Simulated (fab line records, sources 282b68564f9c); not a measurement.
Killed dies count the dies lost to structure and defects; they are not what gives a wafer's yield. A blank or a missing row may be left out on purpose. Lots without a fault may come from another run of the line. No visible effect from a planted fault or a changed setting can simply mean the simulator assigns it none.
Split-lot study | flow rit cmos | route with 202 steps; 5 lots, 23 wafers read

## ON THE SPLIT
At RIT_NSD_IMPLANT_08, the setting energy kev was moved away from the recipe's 25 on 8 of the 23 wafers read, by -4.6% to +4.2%. For the rest of the wafers, this setting stayed at what the recipe calls for.

The split's own step is where the reading is taken.

## THE READING
The simulator's own value implant.drp nm, read by no gauge, in nm at RIT_NSD_IMPLANT_08. The file does not state a usual value for it.

wafer  | tool, chamber at the split | energy kev as run | against the recipe | implant.drp nm, nm | against lot-mates on the recipe
L077.1 | implanter-02, 0            | 23.85             | -4.6%              | 14.42              | -0.42
L077.6 | implanter-02, 0            | 23.85             | -4.6%              | 14.42              | -0.42
L077.2 | implanter-02, 0            | 25                | recipe             | 14.84              | -
L077.4 | implanter-02, 0            | 25                | recipe             | 14.84              | -
L077.5 | implanter-02, 0            | 25                | recipe             | 14.84              | -
L078.1 | implanter-04, 0            | 24.33             | -2.7%              | 14.6               | -0.24
L078.6 | implanter-04, 0            | 24.33             | -2.7%              | 14.6               | -0.24
L078.2 | implanter-04, 0            | 25                | recipe             | 14.84              | -
L078.3 | implanter-04, 0            | 25                | recipe             | 14.84              | -
L078.5 | implanter-04, 0            | 25                | recipe             | 14.84              | -
L079.1 | implanter-03, 0            | 25                | recipe             | 14.84              | -
L079.4 | implanter-03, 0            | 25                | recipe             | 14.84              | -
L079.6 | implanter-03, 0            | 25                | recipe             | 14.84              | -
L079.2 | implanter-03, 0            | 25.38             | +1.5%              | 14.97              | +0.13
L079.3 | implanter-03, 0            | 25.38             | +1.5%              | 14.97              | +0.13
L083.1 | implanter-04, 0            | 25                | recipe             | 14.84              | -
L083.2 | implanter-04, 0            | 25                | recipe             | 14.84              | -
L083.4 | implanter-04, 0            | 25                | recipe             | 14.84              | -
L085.1 | implanter-02, 0            | 26.04             | +4.2%              | 15.21              | +0.37
L085.6 | implanter-02, 0            | 26.04             | +4.2%              | 15.21              | +0.37
L085.2 | implanter-02, 0            | 25                | recipe             | 14.84              | -
L085.4 | implanter-02, 0            | 25                | recipe             | 14.84              | -
L085.5 | implanter-02, 0            | 25                | recipe             | 14.84              | -

FIT RESULTS
A straight line over all 23 wafers: implant.drp nm changes by +0.0899 nm for each +1% of energy kev; r = +1.00; the points scatter about the line by 0.0028 nm.
The same after taking each lot's own level away (the mean of its wafers on the recipe; 23 wafers): +0.0899 nm for each +1%; r = +1.00; scatter 0.0028 nm.
The reading moves by 0.41 nm for the largest change in energy kev, on that fit.
The lots' own levels span 14.840 to 14.840 nm.
Consequently the slope shifts little with the lot-to-lot level, the two slopes agreeing.
Check: for one of the wafers moved furthest among these (-4.6%), held out of the fit, the line's prediction against its lot-mates is -0.413 nm. It came out at -0.42 nm against them.

## OTHER SPLITS APPLIED TO THESE WAFERS
These wafers also went through other splits before the reading. Each is held against what the fit with the lots' levels taken away leaves over:
other split on the same wafers | wafers away from the commonest value | r with implant.drp nm (lot level and that fit taken away)
RIT_NLDD_COAT_01 resist thk nm | 7                                    | -0.48
RIT_PLDD_IMPLANT_08 dose cm2   | 10                                   | +0.01

## THE WHOLE CHAIN: every reading that the file lists as answering this split, in the file's order
step               | what it does | reading                                                         | change (the file's fit)                | r (the file's)
RIT_NSD_IMPLANT_08 |              | implant.rp nm (the simulator's own value, which no gauge read)  | +0.22 nm for each +1% of the setting   | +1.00
RIT_NSD_IMPLANT_08 |              | implant.drp nm (the simulator's own value, which no gauge read) | +0.0897 nm for each +1% of the setting | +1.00

## THE FILE'S OWN FIT
implant.drp nm changes by +0.0897 nm for each +1% of energy kev, r = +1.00.
